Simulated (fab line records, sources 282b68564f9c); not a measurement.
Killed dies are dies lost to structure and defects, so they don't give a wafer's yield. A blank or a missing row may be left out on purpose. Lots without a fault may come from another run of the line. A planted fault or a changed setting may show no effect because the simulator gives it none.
Problem report in the 8D (eight disciplines) form, filled by code | flow rit_cmos | the parts of the form that need people (team, actions taken, sign-off) are left out

1. THE PROBLEM
run_length_s at RIT_M1_METAL_ETCH_12 reads a mean of 181.6 s on 2 wafers of 2 lots; wafers without a fault read 193.5 s with a standard deviation of 0.41. That is -29 standard deviations from the usual mean.
The step: etches Al in Cl2/BCl3, stops on SiO2, time 165 s, target depth 600 nm.
First seen on wafer L704.6, day 6 06:16, on rie_metal-04. The record holds 42 wafers of 14 lots with a number at this step. Rule for "out", or "out of limits": more than 4 standard deviations from the usual mean. The other wafers with a number count as sound.

2. WHAT IT IS AND WHAT IT IS NOT
question                    | is                           | is not
which readings at this step | run_length_s, oes_product_au | bcl3_flow_sccm, drypump_motor_current_A, throttle_valve_pct
which lots                  | L704, L709                   | L692, L693, L695, L697, L698, L699, L700, L701, L702, L710, L711, L713
which wafers of those lots  | L704.6, L709.6               | L704.1, L704.4, L709.2, L709.4
read on which tools         | rie_metal-04                 | rie_metal-01, rie_metal-03
when                        | from day 6 06:16             | up to then (29 sound wafers); but 11 sound wafers of L709, L710, L711, L713 came after

3. SUSPECTS, AND WHAT RULES EACH OUT
Counting: a tool at a process step up to the reading stays a suspect if it ran every lot that is out. Sound lots after the first of them don't rule it out here, since some wafers of a struck lot are sound.
- rie_metal-04 at RIT_M1_METAL_ETCH_12 (etches Al in Cl2/BCl3, stops on SiO2, time 165 s, target depth 600 nm): kept. It ran every lot that is out, first L704 (day 6 06:16); its last sound lot up to then is L701 (day 5 18:05). Its own readings are out on those wafers: oes_product_au, run_length_s.
- Within rie_metal-04 at RIT_M1_METAL_ETCH_12: the wafers that are out ran in chamber 0; their sound lot-mates ran in chamber 1.
Left after counting: rie_metal-04 at RIT_M1_METAL_ETCH_12.

4. THE CAUSE (what the simulator had put in)
Process parameter drift: rie_metal-04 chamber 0, from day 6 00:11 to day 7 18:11, at RIT_M1_METAL_ETCH_12. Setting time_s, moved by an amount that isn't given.
Counting left only this tool.

5. THE CHAIN OF EFFECTS, in route order
Each row: a reading whose mean over the struck wafers that have a number lies more than 3 standard deviations from the usual. Only readings for which the record gives a usual standard deviation are gone through. hours: the time from each lot's start at the first step in this table that gives one to its start at this step, as a median over the lots. sigmas: the change in usual standard deviations.
hours | step                 | reading        | usual      | on struck wafers | change | sigmas
0     | RIT_M1_METAL_ETCH_12 | oes_product_au | 0.769 a.u. | 0.852            | +0.083 | +7.5
0     | RIT_M1_METAL_ETCH_12 | run_length_s   | 193.5 s    | 181.6            | -11.9  | -29
The process steps in it:
- RIT_M1_METAL_ETCH_12: etches Al in Cl2/BCl3, stops on SiO2, time 165 s, target depth 600 nm.

6. WHAT WOULD HAVE CAUGHT IT SOONER
In this record the first reading out of limits was taken at day 6 06:16, 6 hours after the fault began at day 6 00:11.
